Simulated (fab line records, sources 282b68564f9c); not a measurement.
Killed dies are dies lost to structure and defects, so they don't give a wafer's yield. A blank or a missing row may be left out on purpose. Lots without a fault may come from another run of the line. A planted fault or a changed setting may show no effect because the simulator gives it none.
Which tool did it? | flow rit_cmos | 6 lots, 18 wafers sampled, at 2 steps of a route of 202

WHAT THE GAUGES READ, wafer by wafer
RIT_CONTACT_THK_MEAS_01.
lot  | measured    | on            | CONTACT_TEOS_THK (nm)
L967 | day 3 09:00 | film_metro-02 | 392 397 402
L970 | day 3 23:19 | film_metro-01 | 396 393 400
L978 | day 5 14:19 | film_metro-02 | 403 395 403
L981 | day 6 07:35 | film_metro-04 | 397 392 390
L984 | day 6 20:04 | film_metro-01 | 398 393 402
L987 | day 7 11:35 | film_metro-02 | 399 392 400

WHICH TOOL RAN EACH LOT (tool, then ch and the chambers of the sampled wafers, then the start)
lot  | RIT_CONTACT_CVD_00
L967 | pecvd-03 ch 1,2, day 3 08:57
L970 | pecvd-03 ch 0,1,2, day 3 23:16
L978 | pecvd-04 ch 0,2, day 5 14:14
L981 | pecvd-04 ch 0,1,2, day 6 07:32
L984 | pecvd-04 ch 1,2, day 6 20:01
L987 | pecvd-04 ch 0,1,2, day 7 11:32
- RIT_CONTACT_CVD_00: deposits SiO2 from TEOS, target thk 400 nm, time 61 s.

THE ANSWER, worked out from the rows above alone
Rule: what is usual is taken from the lots themselves. Put in order of their means at a reading, lots are off if they are a third of the lots or fewer, leave a main group of 4 or more, and stand apart from it by a gap of 3 or more times the standard deviation of the main group's means; of several such gaps the widest counts. A main group whose means are all the same, to the digits that the tables above print for the reading, isn't used. A lot without any number at a reading at which 4 lots or more have one is off too. The other lots that the step has rows for count as sound.
No lot is off at any reading shown: from this, nothing can be told.

WHAT THE SIMULATOR HAD PUT IN
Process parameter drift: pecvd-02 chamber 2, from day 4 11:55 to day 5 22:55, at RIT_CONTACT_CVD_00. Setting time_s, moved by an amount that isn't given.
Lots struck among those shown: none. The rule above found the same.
